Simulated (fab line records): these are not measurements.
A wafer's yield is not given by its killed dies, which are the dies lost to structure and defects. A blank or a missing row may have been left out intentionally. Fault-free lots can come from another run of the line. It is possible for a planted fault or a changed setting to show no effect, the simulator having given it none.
Which tool is to blame? | flow rit_cmos | Sampling: 14 lots, 42 wafers, 6 of 202 route steps

== WHAT THE GAUGES SHOWED, per wafer ==
RIT_PWELL_TW_MEAS_10. Usual: PWELL_TW typically reads 943, with standard deviation 6.8.
lot  | measured    | on            | PWELL_TW    | flag
L902 | day 1 22:37 | film_metro-04 | 949 947 952 |
L903 | day 2 05:53 | film_metro-04 | 947 944 944 |
L906 | day 2 20:24 | film_metro-01 | 943 943 944 |
L908 | day 3 09:20 | film_metro-01 | 930 933 937 |
L911 | day 3 20:14 | film_metro-03 | 946 941 948 |
L914 | day 4 11:00 | film_metro-01 | 935 938 938 |
L916 | day 4 21:22 | film_metro-01 | 936 933 932 |
L917 | day 5 01:31 | film_metro-01 | 942 934 933 |
L918 | day 5 07:55 | film_metro-04 | 945 944 940 |
L920 | day 5 16:45 | film_metro-04 | 945 942 936 |
L921 | day 5 23:13 | film_metro-01 | 939 933 939 |
L922 | day 6 03:02 | film_metro-03 | 953 954 951 |
L923 | day 6 09:06 | film_metro-01 | 943 941 945 |
L925 | day 6 17:51 | film_metro-04 | 945 944 947 |

RIT_PLDD_TW_MEAS_10. Usual: PLDD_TW typically reads 2343, with standard deviation 20.
lot  | measured    | on            | PLDD_TW        | flag
L902 | day 2 20:28 | film_metro-01 | 2340 2329 2322 |
L903 | day 3 04:42 | film_metro-01 | 2322 2319 2322 |
L906 | day 3 16:33 | film_metro-02 | 2331 2354 2360 |
L908 | day 4 06:00 | film_metro-02 | 2353 2365 2352 |
L911 | day 4 17:47 | film_metro-02 | 2360 2366 2376 |
L914 | day 5 08:10 | film_metro-01 | 2309 2311 2310 |
L916 | day 5 17:47 | film_metro-03 | 2621 2616 2622 | OFF
L917 | day 5 22:21 | film_metro-02 | 2352 2353 2372 |
L918 | day 6 04:35 | film_metro-03 | 2641 2654 2649 | OFF
L920 | day 6 12:49 | film_metro-02 | 2362 2342 2348 |
L921 | day 6 19:56 | film_metro-01 | 2341 2335 2340 |
L922 | day 7 00:32 | film_metro-03 | 2346 2372 2360 |
L923 | day 7 05:13 | film_metro-02 | 2331 2341 2328 |
L925 | day 7 15:14 | film_metro-01 | 2313 2298 2310 |

RIT_SDANNEAL_RS_MEAS_05: measures by four-point-probe. Usual: NSD_RS typically reads 84.47 ohm/sq, with standard deviation 0.3.
lot  | measured    | on            | NSD_RS (ohm/sq)   | flag
L902 | day 3 02:30 | film_metro-03 | 84.30 84.50 84.42 |
L903 | day 3 11:33 | film_metro-01 | 84.37 84.06 84.40 |
L906 | day 3 23:37 | film_metro-02 | 84.94 84.81 84.60 |
L908 | day 4 12:12 | film_metro-01 | 84.79 84.86 84.96 |
L911 | day 5 00:14 | film_metro-02 | 84.25 84.28 84.47 |
L914 | day 5 14:26 | film_metro-02 | 84.92 84.74 84.50 |
L916 | day 6 00:47 | film_metro-01 | 83.97 83.81 84.06 |
L917 | day 6 06:10 | film_metro-01 | 84.77 84.70 84.63 |
L918 | day 6 11:39 | film_metro-02 | 84.22 84.12 84.45 |
L920 | day 6 19:10 | film_metro-02 | 84.53 84.36 84.69 |
L921 | day 7 02:11 | film_metro-01 | 84.32 84.57 84.82 |
L922 | day 7 06:45 | film_metro-01 | 84.55 84.76 84.49 |
L923 | day 7 11:26 | film_metro-03 | 84.04 84.00 84.06 |
L925 | day 7 21:37 | film_metro-03 | 84.93 85.02 84.67 |

RIT_SDANNEAL_RS_MEAS_06: measures by four-point-probe. Usual: PLDD_RS typically reads 178.5 ohm/sq, with standard deviation 0.47.
lot  | measured    | on            | PLDD_RS (ohm/sq)  | flag
L902 | day 3 02:37 | film_metro-03 | 178.3 179.0 178.3 |
L903 | day 3 11:40 | film_metro-01 | 178.1 177.8 178.2 |
L906 | day 3 23:44 | film_metro-02 | 178.8 178.3 178.5 |
L908 | day 4 12:19 | film_metro-01 | 178.7 178.1 178.6 |
L911 | day 5 00:22 | film_metro-02 | 178.5 178.3 178.6 |
L914 | day 5 14:34 | film_metro-02 | 178.7 178.5 179.2 |
L916 | day 6 00:55 | film_metro-01 | 155.9 156.1 156.7 | OFF
L917 | day 6 06:17 | film_metro-01 | 178.6 178.3 178.0 |
L918 | day 6 11:46 | film_metro-02 | 156.7 157.2 157.2 | OFF
L920 | day 6 19:17 | film_metro-02 | 179.1 178.9 178.9 |
L921 | day 7 02:18 | film_metro-01 | 179.0 179.3 178.9 |
L922 | day 7 06:52 | film_metro-01 | 178.5 178.0 177.9 |
L923 | day 7 11:34 | film_metro-03 | 178.1 177.5 178.0 |
L925 | day 7 21:44 | film_metro-03 | 178.7 178.7 178.3 |

== EACH LOT AND THE TOOL THAT RAN IT (in order: tool; ch and the chambers of the sampled wafers; start) ==
lot  | RIT_PRETRO_STRIP_09                 | RIT_PLDD_IMPLANT_08
L902 | plasma_asher-03 ch 0,1, day 2 08:08 | implanter-01 ch 0, day 2 20:08
L903 | plasma_asher-03 ch 0,1, day 2 14:26 | implanter-03 ch 0, day 3 04:23
L906 | plasma_asher-03 ch 0,1, day 3 04:39 | implanter-03 ch 0, day 3 16:13
L908 | plasma_asher-01 ch 0,1, day 3 17:50 | implanter-03 ch 0, day 4 05:41
L911 | plasma_asher-02 ch 0,1, day 4 05:01 | implanter-03 ch 0, day 4 17:28
L914 | plasma_asher-02 ch 0,1, day 4 19:27 | implanter-01 ch 0, day 5 07:50
L916 | plasma_asher-02 ch 0,1, day 5 05:52 | implanter-03 ch 0, day 5 17:29
L917 | plasma_asher-01 ch 0,1, day 5 10:01 | implanter-01 ch 0, day 5 22:01
L918 | plasma_asher-01 ch 0,1, day 5 16:45 | implanter-03 ch 0, day 6 04:16
L920 | plasma_asher-03 ch 0,1, day 6 01:00 | implanter-01 ch 0, day 6 12:29
L921 | plasma_asher-03 ch 0,1, day 6 07:43 | implanter-02 ch 0, day 6 19:37
L922 | plasma_asher-02 ch 0,1, day 6 11:40 | implanter-02 ch 0, day 7 00:14
L923 | plasma_asher-02 ch 0,1, day 6 17:32 | implanter-02 ch 0, day 7 04:53
L925 | plasma_asher-03 ch 0,1, day 7 02:07 | implanter-01 ch 0, day 7 14:54
- RIT_PRETRO_STRIP_09: strips in O2, time 180 s.
- RIT_PLDD_IMPLANT_08

== WHAT THE TOOLS THEMSELVES READ (means of the sampled wafers that have a number; where no wafer has one, the mark that the record gives instead) ==
RIT_PRETRO_STRIP_09. Usual: drypump_motor_current_A reads 6.1 A (standard deviation 0.41).
lot  | tool            | drypump_motor_current_A (A) | flag
L902 | plasma_asher-03 | 5.8                         |
L903 | plasma_asher-03 | 6.1                         |
L906 | plasma_asher-03 | 6.1                         |
L908 | plasma_asher-01 | 6.5                         |
L911 | plasma_asher-02 | 5.8                         |
L914 | plasma_asher-02 | 6.1                         |
L916 | plasma_asher-02 | 6.1                         |
L917 | plasma_asher-01 | 6.5                         |
L918 | plasma_asher-01 | 6.5                         |
L920 | plasma_asher-03 | 6.1                         |
L921 | plasma_asher-03 | 5.8                         |
L922 | plasma_asher-02 | 5.8                         |
L923 | plasma_asher-02 | 6.2                         |
L925 | plasma_asher-03 | 5.8                         |

RIT_PLDD_IMPLANT_08. Usual: dose_ions_cm2 9e+14, standard deviation 1e+12; end_station_pressure_torr 7.3e-06 Torr, standard deviation 3.8e-07; faraday_current_uA 2819, standard deviation 54.
lot  | tool         | dose_ions_cm2 | end_station_pressure_torr (Torr) | faraday_current_uA | flag
L902 | implanter-01 | 9e+14         | 7.6e-06                          | 2800               |
L903 | implanter-03 | 9e+14         | 7.2e-06                          | 2849               |
L906 | implanter-03 | 9e+14         | 7.3e-06                          | 2811               |
L908 | implanter-03 | 9e+14         | 7.8e-06                          | 2810               |
L911 | implanter-03 | 9e+14         | 7.5e-06                          | 2774               |
L914 | implanter-01 | 9e+14         | 7.7e-06                          | 2833               |
L916 | implanter-03 | 1e+15         | 8.6e-06                          | 4516               | OFF
L917 | implanter-01 | 9e+14         | 7.3e-06                          | 2753               |
L918 | implanter-03 | 1e+15         | 8.3e-06                          | 4429               | OFF
L920 | implanter-01 | 9e+14         | 7.3e-06                          | 2826               |
L921 | implanter-02 | 9e+14         | 7.3e-06                          | 2779               |
L922 | implanter-02 | 9e+14         | 7.5e-06                          | 2869               |
L923 | implanter-02 | 9e+14         | 7.3e-06                          | 2872               |
L925 | implanter-01 | 9e+14         | 7.2e-06                          | 2835               |

== THE ANSWER, worked out from the rows above alone ==
Rule: a lot counts as off when the mean over its wafers that have a number is more than 3 standard deviations away from the usual mean. A lot without any number at a reading at which 4 lots or more have one is off too. The other lots that the step has rows for count as sound. After the gauges, taken in route order, come the tools' own readings; for these a lot's mean is taken, as printed above. The first step at which some lot is off is used, and at that step the reading that is off furthest; a lot without a number counts as furthest.
Off: L916, L918, at RIT_PLDD_TW_MEAS_10 (PLDD_TW).
A tool fits if, at a process step before that reading, it ran every lot that is off, and no sound lot after the first of them. The gauges at RIT_PLDD_TW_MEAS_10 aren't tried: what is off there is off at RIT_SDANNEAL_RS_MEAS_06 too, on other tools, and a gauge's error can't cause that. One fits: RIT_PLDD_IMPLANT_08 on implanter-03. Its last sound lot is L911 (day 4 17:28), its first lot that is off L916 (day 5 17:29): a fault that began between those two fits.
The tool's own readings at RIT_PLDD_IMPLANT_08 bear it out: on the lots that are off they differ by more than 5 times the standard deviation of the sound lots' means. dose_ions_cm2 reads 1e+15 there against 9e+14 on the sound lots; end_station_pressure_torr reads 8.5e-06 Torr there against 7.4e-06 Torr on the sound lots; faraday_current_uA reads 4472 there against 2818 on the sound lots.

== WHAT THE SIMULATOR HAD PUT IN ==
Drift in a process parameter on implanter-03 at RIT_PLDD_IMPLANT_08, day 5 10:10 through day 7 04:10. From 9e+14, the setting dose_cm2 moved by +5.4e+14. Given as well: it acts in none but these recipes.
Shown lots that were struck: L916, L918. This agrees with what the rule above found.
